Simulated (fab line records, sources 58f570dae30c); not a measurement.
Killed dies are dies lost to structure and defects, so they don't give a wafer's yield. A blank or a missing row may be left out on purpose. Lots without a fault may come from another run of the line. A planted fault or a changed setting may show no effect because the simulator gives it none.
Split-lot experiment | flow berkeley_cmos170 | 5 lots, 23 wafers read, on a route of 331 steps

THE SPLIT
At UCB170_PSD_PEB_04, the setting peb_temp_c was moved away from the recipe's 130 C on 10 of the 23 wafers read, by -2.7% to +2.5%. The other wafers ran this setting at the recipe's value.

FROM THE SPLIT TO THE READING: what the file shows between them, 1 step
- UCB170_PSD_DEVELOP_05: develop time 45 s

THE READING
cd_nm, in nm, at UCB170_PSD_CD_MEAS_06 (target cd 1200 nm). Fault-free wafers of this fab line usually give 1199.8 nm, standard deviation 1.2 nm.

wafer  | tool, chamber at the split | peb_temp_c as run, C | against the recipe | cd_nm, nm | against lot-mates on the recipe
L075.1 | litho_track-01, 0          | 130                  | recipe             | 1198.8    | -
L075.4 | litho_track-01, 0          | 130                  | recipe             | 1199.5    | -
L075.6 | litho_track-01, 0          | 130                  | recipe             | 1199.2    | -
L077.1 | litho_track-02, 0          | 130                  | recipe             | 1198.4    | -
L077.3 | litho_track-02, 0          | 130                  | recipe             | 1198.5    | -
L077.4 | litho_track-02, 0          | 131.2                | +0.9%              | 1208.9    | +9.5
L077.5 | litho_track-02, 0          | 131.2                | +0.9%              | 1208.3    | +8.9
L077.6 | litho_track-02, 0          | 130                  | recipe             | 1201.3    | -
L076.1 | litho_track-03, 0          | 130                  | recipe             | 1200.2    | -
L076.2 | litho_track-03, 0          | 130                  | recipe             | 1200.2    | -
L076.3 | litho_track-03, 0          | 133.2                | +2.5%              | 1218.0    | +17.9
L076.5 | litho_track-03, 0          | 133.2                | +2.5%              | 1218.1    | +18.0
L076.6 | litho_track-03, 0          | 130                  | recipe             | 1199.8    | -
L084.1 | litho_track-01, 0          | 130                  | recipe             | 1196.5    | -
L084.2 | litho_track-01, 0          | 126.5                | -2.7%              | 1169.2    | -28.8
L084.3 | litho_track-01, 0          | 126.5                | -2.7%              | 1172.5    | -25.5
L084.4 | litho_track-01, 0          | 126.5                | -2.7%              | 1171.5    | -26.5
L084.6 | litho_track-01, 0          | 130                  | recipe             | 1199.4    | -
L083.1 | litho_track-01, 0          | 131.5                | +1.2%              | 1213.0    | +11.1
L083.2 | litho_track-01, 0          | 131.5                | +1.2%              | 1211.2    | +9.3
L083.3 | litho_track-01, 0          | 130                  | recipe             | 1202.8    | -
L083.4 | litho_track-01, 0          | 131.5                | +1.2%              | 1212.6    | +10.7
L083.5 | litho_track-01, 0          | 130                  | recipe             | 1201.0    | -

THE FIT
A straight line over all 23 wafers: cd_nm changes by +9.68 nm for each +1% of peb_temp_c; r = +0.99; the points scatter about the line by 2.3 nm.
The same after taking each lot's own level away (the mean of its wafers on the recipe; 23 wafers): +9.1 nm for each +1%; r = +0.99; scatter 1.8 nm.
On that fit, the largest move of peb_temp_c shifts the reading by 24 nm.
The lots' own levels span 1197.95 to 1201.90 nm, that is 3.3 times the standard deviation above.
So the lot-to-lot level changes the slope little: the two slopes agree.
Check: with one of the wafers moved furthest among these (-2.7%) left out of the fit, the line predicts -24 nm for it against its lot-mates. It came out at -28.8 nm against them.

THE FILE'S OWN FIT
cd_nm changes by +8.86 nm for each +1% of peb_temp_c, r = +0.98.
